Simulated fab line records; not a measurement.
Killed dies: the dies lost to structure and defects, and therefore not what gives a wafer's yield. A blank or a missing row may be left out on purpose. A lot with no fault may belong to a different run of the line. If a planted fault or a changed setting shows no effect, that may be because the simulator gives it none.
fab line records | flow berkeley_cmos170 | part 1 of 2: steps 1 to 39 of 43
record: lots: 7 wafers: 21 last_day: 13
route steps=331 shown V1@259 M2@271 V2@292 M3@331
lots that met no fault: from a run of the same line without faults
start_h: hours from the record's first day to the start of the lot's first wafer shown | wait_h: time in hours since the lot's previous step | " identical to the entry in the row above | L1.1+2: a row that stands for several wafers | - either no value or no given start | * or withheld: withheld | < > ~ a bound
route shown NAME@n: a module of which the file shows steps, and the number in the route of the first | usual: mean and standard deviation over wafers with no fault | same: alike in all rows | chamber/n: place in a boat | sites: the reading at each site | _std_site: standard deviation across them | _edge_site: mean of outer sites minus mean of inner sites | radius_mm: how far each site lies from the wafer's centre | mask NAME#n: copy n | behind: the last tool/chamber to shape the wafer | hold: cause of the lot's hold/its duration in hours/its outcome | device: the n, p or np transistor that did not switch | end of line: tests run on the same wafers once the route is complete | a step with no rows: only its recipe | killed: not the wafer's yield, but the dies lost to structure and defects at the first sort | map: the dies of a wafer, with x for killed, . for not killed, _ for no die there
set.NAME: the setting the step ran with; set.NAME@STEP: the setting that earlier step ran with | model.NAME: the simulator's own value behind a step, which no gauge read
lots seen at some steps along the route; tables by step, rows by wafer
services: the hour from which a tool's chamber was out of use, counted from the record's first day as start_h (under 0 if before that day), plus the number of hours and why
== steps ==
step: UCB170_V1_CLEAN_05
recipe: chemistry: DIW
step: UCB170_V1_HMDS_06
recipe: prime_time_s: 60 prime_temp_c: 100
step: UCB170_V1_COAT_07
recipe: resist: KrF spin_rpm: 1500 resist_thk_nm: 900
step: UCB170_V1_SOFTBAKE_08
recipe: resist: KrF temp_c: 130 time_s: 60
step: UCB170_V1_EXPOSE_09
recipe: mask_id: VIA1 target_cd_nm: 700 na: 0.5 sigma_outer: 0.6 source_shape: conventional dose_mj: 37
step: UCB170_V1_PEB_10
recipe: peb_temp_c: 130 peb_time_s: withheld resist: KrF
step: UCB170_V1_DEVELOP_11
recipe: developer: TMAH develop_time_s: 45 resist: KrF dev_temp_c: 21
step: UCB170_V1_CD_MEAS_12
recipe: target_cd_nm: 700
usual: cd_nm: 700.3/1.6
columns lot.wafer tool chamber start_h wait_h cd_nm
L980.1 cd_sem-01 - 187.21 - 699.3
L980.2 " - " " 699.2
L980.4 " - " " 699.8
L985.1 cd_sem-01 - 204.53 - 698.5
L985.2 " - " " 697.3
L985.6 " - " " 697.1
L991.1 cd_sem-02 - 220.17 - 700.9
L991.5 " - " " 701.0
L991.6 " - " " 699.5
L993.2 cd_sem-02 - 244.85 - 703.7
L993.5 " - " " 703.0
L993.6 " - " " 702.3
L994.2 cd_sem-01 - 248.47 - 698.3
L994.3 " - " " 697.9
L994.4 " - " " 698.9
L995.3 cd_sem-01 - 259.33 - 701.2
L995.4 " - " " 701.5
L995.6 " - " " 702.6
L102.3 cd_sem-01 - 301.45 - 700.3
L102.5 " - " " 698.5
L102.6 " - " " 698.4
step: UCB170_V1_OVL_MEAS_13
usual: V1_OVL: 0/4.9
columns lot.wafer tool chamber start_h wait_h V1_OVL[nm]
L980.1 overlay-02 - 187.33 0.1 1
L980.2 " - " " 6
L980.4 " - " " 6
L985.1 overlay-02 - 204.65 0.1 4
L985.2 " - " " 6
L985.6 " - " " 7
L991.1 overlay-02 - 220.29 0.1 0
L991.5 " - " " 1
L991.6 " - " " -4
L993.2 overlay-01 - 244.95 0.1 8
L993.5 " - " " -4
L993.6 " - " " 2
L994.2 overlay-02 - 248.58 0.1 6
L994.3 " - " " 6
L994.4 " - " " 9
L995.3 overlay-02 - 259.42 0.1 4
L995.4 " - " " 2
L995.6 " - " " -4
L102.3 overlay-01 - 301.54 0.1 4
L102.5 " - " " 1
L102.6 " - " " 5
step: UCB170_V1_ETCH_14
recipe: chemistry: CHF3/CF4/Ar target: SiO2 stop_on: Al CHF3_flow_sccm: 45 cf4_flow_sccm: 15 Ar_flow_sccm: 150 pressure_mtorr: 200 rf_w: 700 target_depth_a: 12500 over_etch_frac: 0.2564 time_s: 291
step: UCB170_V1_STRIP_15
recipe: chemistry: O2 power_w: 400 pressure_mtorr: 3500 platen_temp_c: withheld o2_flow_sccm: 400 overash_fraction: 0.5
usual: drypump_motor_current_A: 5.9/0.36 oes_product_au: 0.722/0.004 strip_time_to_endpoint_s: 15.23/0.12
columns lot.wafer tool chamber start_h wait_h drypump_motor_current_A oes_product_au rf_hours_counter_h strip_time_to_endpoint_s
L980.1 plasma_asher-01 0 187.54 0.1 6.5 0.719 48 15.09
L980.2 " 1 " " 6.0 0.727 48 15.20
L980.4 " 1 " " 6.1 0.718 - 15.21
L985.1 plasma_asher-04 1 204.87 0.1 5.3 0.726 49 15.17
L985.2 " 0 " " 6.1 0.724 49 15.21
L985.6 " 0 " " 6.2 0.726 - 15.39
L991.1 plasma_asher-04 1 220.51 0.1 5.3 0.715 51 15.09
L991.5 " 1 " " 5.3 0.720 - 15.16
L991.6 " 0 " " 6.1 0.723 - 15.21
L993.2 plasma_asher-01 0 245.16 0.1 6.5 0.724 54 15.33
L993.5 " 0 " " 6.5 0.713 - 15.39
L993.6 " 1 " " 6.1 0.730 - 15.35
L994.2 plasma_asher-01 0 248.78 0.1 6.5 0.720 55 15.31
L994.3 " 1 " " 6.0 0.722 - 15.21
L994.4 " 0 " " 6.5 0.717 - 15.32
L995.3 plasma_asher-04 0 259.66 0.1 6.2 0.723 - 15.20
L995.4 " 1 " " 5.3 0.717 - 15.20
L995.6 " 1 " " 5.3 0.715 - 15.08
L102.3 plasma_asher-03 0 301.78 0.1 5.9 0.717 - 15.35
L102.5 " 0 " " 6.0 0.728 - 15.09
L102.6 " 1 " " 5.7 0.724 - 15.18
step: UCB170_V1_CD_MEAS_90
recipe: target_cd_nm: 700
usual: cd_nm: 700.7/1.8
columns lot.wafer tool chamber start_h wait_h cd_nm
L980.1 cd_sem-01 - 187.64 0.1 699.9
L980.2 " - " " 699.8
L980.4 " - " " 699.4
L985.1 cd_sem-02 - 204.97 0.1 699.0
L985.2 " - " " 697.9
L985.6 " - " " 697.4
L991.1 cd_sem-01 - 220.61 0.1 701.7
L991.5 " - " " 702.6
L991.6 " - " " 699.2
L993.2 cd_sem-02 - 245.28 0.1 704.4
L993.5 " - " " 703.7
L993.6 " - " " 703.3
L994.2 cd_sem-01 - 248.90 0.1 698.1
L994.3 " - " " 696.9
L994.4 " - " " 698.4
L995.3 cd_sem-02 - 259.76 0.1 702.6
L995.4 " - " " 702.6
L995.6 " - " " 703.7
L102.3 cd_sem-01 - 301.89 0.1 698.8
L102.5 " - " " 698.4
L102.6 " - " " 698.5
step: UCB170_M2_PRE_CLEAN_00
recipe: gas: Ar preclean_etch_time_s: 60
columns lot.wafer tool chamber start_h wait_h
L980.1+2+4 pvd_sputter-02 - 187.76 0.1
L985.1+2+6 pvd_sputter-02 - 205.09 0.1
L991.1+5+6 pvd_sputter-02 - 220.73 0.1
L993.2+5+6 pvd_sputter-02 - 245.38 0.1
L994.2+3+4 pvd_sputter-02 - 249.00 0.1
L995.3+4+6 pvd_sputter-01 - 259.84 0.1
L102.3+5+6 pvd_sputter-01 - 301.97 0.1
step: UCB170_M2_SPUTTER_01
recipe: material: Al target_thk_nm: 900 time_s: 118.3 power_w: 6000 chamber_pressure_pa: 0.5
usual: throttle_valve_pct: 30.8/1.2
columns lot.wafer tool chamber start_h wait_h throttle_valve_pct
L980.1 pvd_sputter-02 - 187.83 0.0 30.6
L980.2 " - " " 33.5
L980.4 " - " " 30.4
L985.1 pvd_sputter-02 - 205.22 0.1 30.7
L985.2 " - " " 33.4
L985.6 " - " " 30.6
L991.1 pvd_sputter-02 - 220.80 0.0 30.8
L991.5 " - " " 30.8
L991.6 " - " " 33.4
L993.2 pvd_sputter-02 - 245.45 0.0 30.6
L993.5 " - " " 30.5
L993.6 " - " " 30.5
L994.2 pvd_sputter-02 - 249.07 0.0 30.3
L994.3 " - " " 33.6
L994.4 " - " " 30.5
L995.3 pvd_sputter-01 - 259.91 0.0 31.1
L995.4 " - " " 29.8
L995.6 " - " " 29.8
L102.3 pvd_sputter-01 - 302.03 0.0 29.9
L102.5 " - " " 31.3
L102.6 " - " " 30.5
step: UCB170_M2_RS_MEAS_02
recipe: thk_meas_gauge: four-point-probe reads: Al_of_M2_SPUTTER_01
usual: M2_AL_RS: 0.0328/0.00031
columns lot.wafer tool chamber start_h wait_h M2_AL_RS[ohm/sq]
L980.1 film_metro-01 - 187.91 0.0 0.0322
L980.2 " - " " 0.0322
L980.4 " - " " 0.0324
L985.1 film_metro-04 - 205.39 0.1 0.0329
L985.2 " - " " 0.0326
L985.6 " - " " 0.0331
L991.1 film_metro-01 - 220.88 0.0 0.0328
L991.5 " - " " 0.0325
L991.6 " - " " 0.0324
L993.2 film_metro-01 - 245.55 0.1 0.0331
L993.5 " - " " 0.0330
L993.6 " - " " 0.0332
L994.2 film_metro-04 - 249.17 0.1 0.0328
L994.3 " - " " 0.0327
L994.4 " - " " 0.0327
L995.3 film_metro-03 - 260.03 0.1 0.0329
L995.4 " - " " 0.0327
L995.6 " - " " 0.0327
L102.3 film_metro-04 - 302.16 0.1 0.0331
L102.5 " - " " 0.0329
L102.6 " - " " 0.0328
step: UCB170_M2_THK_MEAS_03
recipe: thk_meas_gauge: xrf reads: Al_of_M2_SPUTTER_01
usual: M2_AL_THK: 886/10
columns lot.wafer tool chamber start_h wait_h M2_AL_THK[nm]
L980.1 film_metro-01 - 188.03 0.1 899
L980.2 " - " " 896
L980.4 " - " " 896
L985.1 film_metro-04 - 205.51 0.1 873
L985.2 " - " " 890
L985.6 " - " " 870
L991.1 film_metro-01 - 221.00 0.1 892
L991.5 " - " " 896
L991.6 " - " " 896
L993.2 film_metro-01 - 245.66 0.1 881
L993.5 " - " " 885
L993.6 " - " " 878
L994.2 film_metro-04 - 249.28 0.1 881
L994.3 " - " " 885
L994.4 " - " " 884
L995.3 film_metro-03 - 260.13 0.1 883
L995.4 " - " " 892
L995.6 " - " " 887
L102.3 film_metro-04 - 302.26 0.1 871
L102.5 " - " " 875
L102.6 " - " " 881
step: UCB170_M2_HMDS_04
recipe: prime_time_s: 60 prime_temp_c: 100
step: UCB170_M2_COAT_05
recipe: resist: KrF spin_rpm: 1500 resist_thk_nm: 900
step: UCB170_M2_SOFTBAKE_06
recipe: resist: KrF temp_c: 130 time_s: 60
step: UCB170_M2_STRIP_07
recipe: chemistry: O2 power_w: 400 pressure_mtorr: 3500 platen_temp_c: withheld o2_flow_sccm: 400 overash_fraction: 0.5
usual: drypump_motor_current_A: 5.9/0.43 oes_product_au: 0.735/0.0047 strip_time_to_endpoint_s: 21.95/0.075
columns lot.wafer tool chamber start_h wait_h drypump_motor_current_A oes_product_au rf_hours_counter_h strip_time_to_endpoint_s
L980.1 plasma_asher-02 0 189.03 0.1 5.6 0.734 41 22.03
L980.2 " 1 " " 6.7 0.735 41 22.03
L980.4 " 1 " " 6.7 0.745 - 22.01
L985.1 plasma_asher-04 1 206.02 0.1 5.3 0.728 50 21.94
L985.2 " 0 " " 6.1 0.739 50 22.03
L985.6 " 1 " " 5.3 0.732 - 21.96
L991.1 plasma_asher-02 0 222.08 0.1 5.6 0.729 45 22.00
L991.5 " 1 " " 6.6 0.729 - 22.03
L991.6 " 0 " " 5.6 0.729 - 21.98
L993.2 plasma_asher-02 0 246.16 0.1 5.6 0.744 47 21.93
L993.5 " 1 " " 6.7 0.731 - 21.92
L993.6 " 0 " " 5.6 0.736 - 21.94
L994.2 plasma_asher-02 0 249.78 0.1 5.6 0.727 47 21.91
L994.3 " 1 " " 6.7 0.737 - 21.97
L994.4 " 0 " " 5.6 0.736 - 21.96
L995.3 plasma_asher-03 0 260.66 0.1 6.0 0.735 - 21.84
L995.4 " 1 " " 5.7 0.733 - 21.80
L995.6 " 1 " " 5.7 0.734 - 21.79
L102.3 plasma_asher-02 1 302.78 0.1 6.6 0.736 - 22.11
L102.5 " 0 " " 5.6 0.731 - 22.15
L102.6 " 1 " " 6.7 0.731 - 22.03
step: UCB170_M2_STRIP_08
recipe: chemistry: DMSO temp_c: 80 time_s: 600 material: KrF
step: UCB170_M2_COAT_09
recipe: resist: BARC temp_c: withheld time_s: withheld spin_rpm: 3000 resist_thk_nm: withheld
step: UCB170_M2_COAT_10
recipe: resist: KrF spin_rpm: 1500 resist_thk_nm: 900
step: UCB170_M2_SOFTBAKE_11
recipe: resist: KrF temp_c: 130 time_s: 60
step: UCB170_M2_EXPOSE_12
recipe: mask_id: METAL2 target_cd_nm: 700 na: 0.5 sigma_outer: 0.6 source_shape: conventional dose_mj: 26
step: UCB170_M2_PEB_13
recipe: peb_temp_c: 130 peb_time_s: withheld resist: KrF
step: UCB170_M2_DEVELOP_14
recipe: developer: TMAH develop_time_s: 45 resist: KrF dev_temp_c: 21
step: UCB170_M2_CD_MEAS_15
recipe: target_cd_nm: 700
usual: cd_nm: 699.5/1.2
columns lot.wafer tool chamber start_h wait_h cd_nm
L980.1 cd_sem-02 - 191.20 - 700.1
L980.2 " - " " 698.3
L980.4 " - " " 700.0
L985.1 cd_sem-02 - 207.28 - 700.2
L985.2 " - " " 701.3
L985.6 " - " " 698.8
L991.1 cd_sem-02 - 223.36 - 698.2
L991.5 " - " " 698.1
L991.6 " - " " 697.3
L993.2 cd_sem-02 - 247.62 - 698.7
L993.5 " - " " 697.8
L993.6 " - " " 697.7
L994.2 cd_sem-01 - 251.70 - 699.4
L994.3 " - " " 698.5
L994.4 " - " " 699.0
L995.3 cd_sem-01 - 261.98 - 698.8
L995.4 " - " " 698.3
L995.6 " - " " 699.7
L102.3 cd_sem-01 - 304.73 - 700.6
L102.5 " - " " 701.3
L102.6 " - " " 700.2
step: UCB170_M2_OVL_MEAS_16
usual: M2_OVL: 1/5.1
columns lot.wafer tool chamber start_h wait_h M2_OVL[nm]
L980.1 overlay-02 - 191.32 0.1 -2
L980.2 " - " " 4
L980.4 " - " " -1
L985.1 overlay-01 - 207.40 0.1 -2
L985.2 " - " " 3
L985.6 " - " " -1
L991.1 overlay-02 - 223.48 0.1 -11
L991.5 " - " " -8
L991.6 " - " " -3
L993.2 overlay-02 - 247.73 0.1 2
L993.5 " - " " -4
L993.6 " - " " 5
L994.2 overlay-02 - 251.81 0.1 8
L994.3 " - " " -3
L994.4 " - " " 9
L995.3 overlay-01 - 262.07 0.1 -6
L995.4 " - " " 6
L995.6 " - " " 7
L102.3 overlay-01 - 304.83 0.1 13
L102.5 " - " " 6
L102.6 " - " " 5
step: UCB170_M2_ETCH_17
recipe: chemistry: N2/H2 target_depth_a: withheld overetch_a: withheld target: BARC time_s: withheld source_w: 500 bias_w: 100 pressure_mtorr: 30 n2_flow_sccm: 100 h2_flow_sccm: 200
usual: drypump_motor_current_A: 5.62/0.26 oes_product_au: 1.016/0.022 throttle_valve_pct: 13.28/0.12
columns lot.wafer tool chamber start_h wait_h drypump_motor_current_A oes_product_au throttle_valve_pct
L980.1 rie_diel-01 3 191.36 0.0 5.52 1.023 13.34
L980.2 " 0 " " 5.71 0.970 13.50
L980.4 " 2 " " 5.61 0.994 13.15
L985.1 rie_diel-01 1 207.44 0.0 5.65 1.007 13.15
L985.2 " 0 " " 5.72 0.972 13.51
L985.6 " 1 " " 5.67 1.001 13.15
L991.1 rie_diel-03 2 223.51 0.0 5.51 1.051 13.33
L991.5 " 3 " " 5.89 1.013 13.03
L991.6 " 0 " " 5.59 0.983 13.33
L993.2 rie_diel-04 0 247.76 0.0 5.99 1.018 13.24
L993.5 " 0 " " 5.95 1.016 13.26
L993.6 " 3 " " 5.35 1.013 13.35
L994.2 rie_diel-01 3 251.84 0.0 5.53 1.029 13.33
L994.3 " 2 " " 5.55 0.984 13.13
L994.4 " 0 " " 5.73 0.981 13.50
L995.3 rie_diel-01 2 262.10 0.0 5.57 1.010 13.14
L995.4 " 1 " " 5.66 1.010 13.17
L995.6 " 2 " " 5.55 0.987 13.14
L102.3 rie_diel-03 1 304.85 0.0 5.03 1.047 13.38
L102.5 " 2 " " 5.53 1.058 13.33
L102.6 " 3 " " 5.86 1.014 13.03
step: UCB170_M2_METAL_ETCH_18
recipe: chemistry: Cl2/BCl3 target: Al stop_on: SiO2 pressure_mtorr: 12 target_depth_a: 11700 over_etch_frac: 0.3 time_s: 195 icp_w: 600 bias_w: 120 Cl2_flow_sccm: 90 bcl3_flow_sccm: 45
usual: bcl3_flow_sccm: 45.01/0.12 drypump_motor_current_A: 5.80/0.28 mfc_cl2_sccm: 90.01/0.26 oes_product_au: 0.847/0.01 throttle_valve_pct: 24.43/0.29
columns lot.wafer tool chamber start_h wait_h bcl3_flow_sccm drypump_motor_current_A mfc_cl2_sccm oes_product_au rf_hours_counter_h throttle_valve_pct
L980.1 rie_metal-04 1 191.40 - 45.04 6.24 89.74 0.850 7 24.51
L980.2 " 0 " " 45.00 6.09 90.01 0.837 2 23.91
L980.4 " 0 " " 45.09 6.07 90.18 0.841 - 23.88
L985.1 rie_metal-01 1 207.48 - 44.93 5.58 89.89 0.849 5 24.40
L985.2 " 0 " " 45.14 5.98 90.04 0.864 14 24.96
L985.6 " 0 " " 45.02 5.98 89.86 0.855 - 24.97
L991.1 rie_metal-04 1 223.56 - 44.93 6.24 90.05 0.846 8 24.51
L991.5 " 1 " " 45.04 6.24 90.36 0.842 - 24.53
L991.6 " 0 " " 45.01 6.06 90.08 0.825 - 23.91
L993.2 rie_metal-02 1 247.80 - 44.91 5.57 89.98 0.833 4 24.31
L993.5 " 1 " " 45.03 5.61 89.67 0.842 - 24.35
L993.6 " 0 " " 45.25 5.49 90.21 0.848 - 24.47
L994.2 rie_metal-04 0 251.88 - 44.93 6.06 90.31 0.826 4 23.89
L994.3 " 1 " " 45.16 6.23 89.68 0.849 - 24.50
L994.4 " 0 " " 44.97 6.08 90.16 0.829 - 23.89
L995.3 rie_metal-02 1 262.20 - 44.92 5.58 90.39 0.842 - 24.33
L995.4 " 0 " " 44.69 5.49 90.05 0.865 - 24.45
L995.6 " 1 " " 45.07 5.62 90.53 0.849 - 24.33
L102.3 rie_metal-01 1 304.96 - 44.93 5.56 90.08 0.844 - 24.41
L102.5 " 1 " " 44.93 5.57 90.03 0.858 - 24.41
L102.6 " 0 " " 45.25 6.00 89.40 0.840 - 24.87
step: UCB170_M2_STRIP_19
recipe: chemistry: O2 power_w: 400 pressure_mtorr: 3500 platen_temp_c: withheld o2_flow_sccm: 400 overash_fraction: 0.5
step: UCB170_M2_CD_MEAS_90
recipe: target_cd_nm: 700
usual: cd_nm: 701/4
columns lot.wafer tool chamber start_h wait_h cd_nm
L980.1 cd_sem-01 - 191.69 0.1 698
L980.2 " - " " 688
L980.4 " - " " 691
L985.1 cd_sem-01 - 207.76 0.1 702
L985.2 " - " " 700
L985.6 " - " " 701
L991.1 cd_sem-02 - 223.84 0.1 702
L991.5 " - " " 702
L991.6 " - " " 692
L993.2 cd_sem-02 - 248.11 0.1 702
L993.5 " - " " 698
L993.6 " - " " 698
L994.2 cd_sem-02 - 252.19 0.1 695
L994.3 " - " " 697
L994.4 " - " " 694
L995.3 cd_sem-02 - 262.47 0.1 706
L995.4 " - " " 700
L995.6 " - " " 706
L102.3 cd_sem-02 - 305.22 0.1 701
L102.5 " - " " 705
L102.6 " - " " 707
step: UCB170_V2_CVD_00
recipe: material: SiO2 target_thk_nm: 2000 temp_c: 390 precursor: TEOS/O2 time_s: 250 rf_w: 550 pressure_mtorr: 9000
step: UCB170_V2_THK_MEAS_01
recipe: reads: SiO2_of_V2_CVD_00
usual: V2_TEOS_THK: 2000/27
columns lot.wafer tool chamber start_h wait_h V2_TEOS_THK[nm]
L980.1 film_metro-01 - 191.96 0.1 1986
L980.2 " - " " 1976
L980.4 " - " " 2026
L985.1 film_metro-03 - 208.04 0.1 2012
L985.2 " - " " 2056
L985.6 " - " " 2050
L991.1 film_metro-03 - 224.16 0.1 1974
L991.5 " - " " 2036
L991.6 " - " " 2027
L993.2 film_metro-01 - 248.37 0.1 1968
L993.5 " - " " 1994
L993.6 " - " " 2023
L994.2 film_metro-03 - 252.46 0.1 1967
L994.3 " - " " 1985
L994.4 " - " " 1983
L995.3 film_metro-01 - 262.72 0.1 2013
L995.4 " - " " 2029
L995.6 " - " " 1989
L102.3 film_metro-02 - 305.48 0.1 2040
L102.5 " - " " 2014
L102.6 " - " " 2032
step: UCB170_V2_CMP_02
recipe: material: SiO2 down_force_psi: 6 platen_rpm: 60 pad_velocity_m_s: 0.75398
step: UCB170_V2_BOW_MEAS_03
recipe: mode: bow
usual: V2_BOW: 37/7.3
columns lot.wafer tool chamber start_h wait_h V2_BOW[um]
L980.1 film_metro-03 - 192.32 0.1 38
L980.2 " - " " 44
L980.4 " - " " 31
L985.1 film_metro-01 - 208.40 0.1 43
L985.2 " - " " 41
L985.6 " - " " 28
L991.1 film_metro-01 - 224.52 0.2 47
L991.5 " - " " 35
L991.6 " - " " 41
L993.2 film_metro-03 - 248.74 0.2 37
L993.5 " - " " 37
L993.6 " - " " 29
L994.2 film_metro-03 - 252.83 0.2 32
L994.3 " - " " 35
L994.4 " - " " 36
L995.3 film_metro-02 - 263.10 0.2 45
L995.4 " - " " 45
L995.6 " - " " 39
L102.3 film_metro-03 - 305.87 0.2 33
L102.5 " - " " 46
L102.6 " - " " 42
step: UCB170_V2_THK_MEAS_04
recipe: reads: SiO2_of_V2_CVD_00
usual: V2_POLISHED_THK: 999.5/1.2
columns lot.wafer tool chamber start_h wait_h V2_POLISHED_THK[nm]
L980.1 film_metro-03 - 192.44 0.1 997.6
L980.2 " - " " 998.0
L980.4 " - " " 997.9
L985.1 film_metro-01 - 208.52 0.1 1000.5
L985.2 " - " " 997.7
L985.6 " - " " 998.5
L991.1 film_metro-01 - 224.64 0.1 997.1
L991.5 " - " " 999.6
L991.6 " - " " 997.6
L993.2 film_metro-03 - 248.85 0.1 1000.8
L993.5 " - " " 999.7
L993.6 " - " " 1000.4
L994.2 film_metro-03 - 252.94 0.1 997.7
L994.3 " - " " 999.6
L994.4 " - " " 999.5
L995.3 film_metro-02 - 263.20 0.1 1002.6
L995.4 " - " " 997.0
L995.6 " - " " 1001.9
L102.3 film_metro-03 - 305.97 0.1 997.9
L102.5 " - " " 1000.1
L102.6 " - " " 1001.5
step: UCB170_V2_CLEAN_05
recipe: chemistry: DIW
